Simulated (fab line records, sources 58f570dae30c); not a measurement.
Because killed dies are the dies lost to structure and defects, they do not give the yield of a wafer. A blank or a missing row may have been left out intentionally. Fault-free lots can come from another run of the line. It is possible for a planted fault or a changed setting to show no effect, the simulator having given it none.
Chamber matching -- flow berkeley_cmos170 -- 4 sister chambers for UCB170_V2_CMP_02 on cmp-02
The step polishes SiO2. 14 wafers are shown with their chamber, then 7 later ones without.

## WAFERS, EACH WITH ITS CHAMBER
wafer,chamber,motor_current_A (A)
L690.2,0,15.2
L690.5,0,14.5
L690.6,1,17.4
L692.1,1,16.8
L692.2,3,16.6
L692.4,2,17.3
L704.1,0,15.5
L704.2,3,15.8
L704.3,1,17.8
L706.1,2,19.2
L706.5,1,17.3
L706.6,0,14.5
L707.1,0,15.3
L707.2,3,17.3

SIGNATURES (averages over the wafers above)
reading,chamber 0,chamber 1,chamber 2,chamber 3,scatter within a chamber
motor_current_A,15.000,17.325,18.250,16.567,0.657
Rule: a wafer lies at a distance from a chamber equal to the root of the sum of squares, over the readings, of (its reading less the chamber's mean, divided by the reading's scatter). If the next closest chamber is less than 2 further off than the closest, the wafer can't be placed; otherwise it belongs to the closest. The scatter: take each reading less its chamber's mean, square it, sum over the shown wafers, divide by the number of wafers less the number of chambers, and take the root.

## WAFERS WHOSE CHAMBER IS MISSING
wafer,motor_current_A (A)
L707.3,16.9
L708.1,16.9
L708.2,16.1
L708.3,17.2
L709.3,18.3
L709.5,17.9
L709.6,16.9

## THE CHAMBER EACH PASSED THROUGH
wafer,from the rows above,in truth
L707.3,can't be placed: 3 or 1 or 2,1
L708.1,can't be placed: 3 or 1 or 2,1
L708.2,can't be placed: 3 or 0 or 1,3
L708.3,can't be placed: 1 or 3 or 2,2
L709.3,can't be placed: 2 or 1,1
L709.5,can't be placed: 2 or 1 or 3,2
L709.6,can't be placed: 3 or 1 or 2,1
0 of 7 placed correctly. Not placeable from these rows: 7 (in 7, the candidates include the true chamber). Number placed wrongly: 0.
